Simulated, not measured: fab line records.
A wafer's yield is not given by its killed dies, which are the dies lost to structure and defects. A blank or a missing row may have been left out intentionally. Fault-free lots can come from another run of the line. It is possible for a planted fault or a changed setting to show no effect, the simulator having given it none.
Code-filled problem report in 8D (eight disciplines) form | flow berkeley-cmos170 | the parts of the form that need people (team, actions taken, sign-off) are left out

== 1. THE PROBLEM ==
Across 6 wafers from 2 lots, PWELL_NITRIDE_THK at UCB170_PWELL_THK_MEAS_06 averages 258.4 nm, while fault-free wafers read 220.5 nm with a standard deviation of 1.7. That is +22 standard deviations from the usual mean.
Earliest sighting: wafer L193.2 on film-metro-03 at day 5 11:41. The record holds 42 wafers of 14 lots with a number at this step. The rule behind "out" and "out of limits": a value lying over 4 standard deviations away from the usual mean. Any other wafer with a number is counted as sound.

== 2. WHAT IT IS, WHAT IT ISN'T ==
question                    | is                           | is not
which readings at this step | PWELL_NITRIDE_THK            | -
which lots                  | L193, L194                   | L182, L184, L185, L186, L196, L199, L200, L201, L202, L203, L204, L205
which wafers of those lots  | all that have a number       | -
read on which gauges        | film-metro-03, film-metro-04 | film-metro-02
when                        | from day 5 11:41             | up to then (12 sound wafers); but 24 sound wafers of L196, L199, L200, L201, L202, L203, L204, L205 came after

== 3. THE SUSPECTS, EACH WITH WHAT RULES IT OUT ==
Counting: a tool stays on the suspect list if, at a process step up to the reading, it processed all lots that are out and no sound lot following the first of them.
- the gauge at UCB170_PWELL_THK_MEAS_06: ruled out. The wafers that are out were read on 2 gauges (film-metro-03, film-metro-04).
- lpcvd-01 at UCB170_PWELL_CVD_05 (deposits Si3N4 from SiH2Cl2/NH3, target thk 220 nm, time 3300 s): ruled out as a lasting fault. The sound lots L205 went through it after L193, its earliest lot that is out (day 5 09:44).
Left after counting: nothing in the record.

== 4. THE CAUSE (what the simulator had put in) ==
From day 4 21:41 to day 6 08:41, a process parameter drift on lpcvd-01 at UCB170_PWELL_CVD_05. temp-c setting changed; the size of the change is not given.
Counting ruled it out, wrongly: the rule takes a fault to strike every lot that its tool runs from its start on, and this one did not.

== 5. THE EFFECT CHAIN, in route order ==
Each row: a reading where the mean over the struck wafers with a number is more than 3 standard deviations away from the usual. Only readings for which the record gives a usual standard deviation are gone through. hours: the time from each lot's start at the first step in this table that gives one to its start at this step, as a median over the lots. sigmas: the change in usual standard deviations.
hours | step                     | reading           | usual      | on struck wafers | change | sigmas
0     | UCB170_PWELL_CVD_05      | spike-tc-centre-C | 802.2 C    | 813.1            | +10.9  | +7.3
0     | UCB170_PWELL_CVD_05      | spike-tc-load-C   | 824.4 C    | 833.5            | +9.1   | +4.0
0     | UCB170_PWELL_CVD_05      | susceptor-temp-C  | 800.0 C    | 808.8            | +8.8   | +26
2     | UCB170_PWELL_THK_MEAS_06 | PWELL_NITRIDE_THK | 220.5 nm   | 258.4            | +37.9  | +22
4     | UCB170_PWELL_ETCH_14     | oes-product-au    | 0.942 a.u. | 0.996            | +0.054 | +3.6
Its process steps:
- UCB170_PWELL_CVD_05: deposits Si3N4 from SiH2Cl2/NH3, target thk 220 nm, time 3300 s.
- UCB170_PWELL_ETCH_14: etches Si3N4 in CH3F/Ar/O2, stops on SiO2, target depth 242 nm, time 151 s.
Later measuring or inspecting steps at which every struck wafer that the step has a row for has a number for every such reading, and none has moved that far: UCB170_PWELL_TW_MEAS_17, UCB170_ACTIVE_THK_MEAS_06.

== 6. HOW IT WOULD HAVE BEEN CAUGHT EARLIER ==
Counted from the fault's start at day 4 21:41, it took 14 hours until the first out-of-limits reading at a measuring or inspecting step in this record, taken at day 5 11:41.
Tool's own readings at UCB170_PWELL_CVD_05, spike-tc-centre-C, susceptor-temp-C: out on all struck wafers the step has rows for; an alarm limit on them would have tripped on the first.
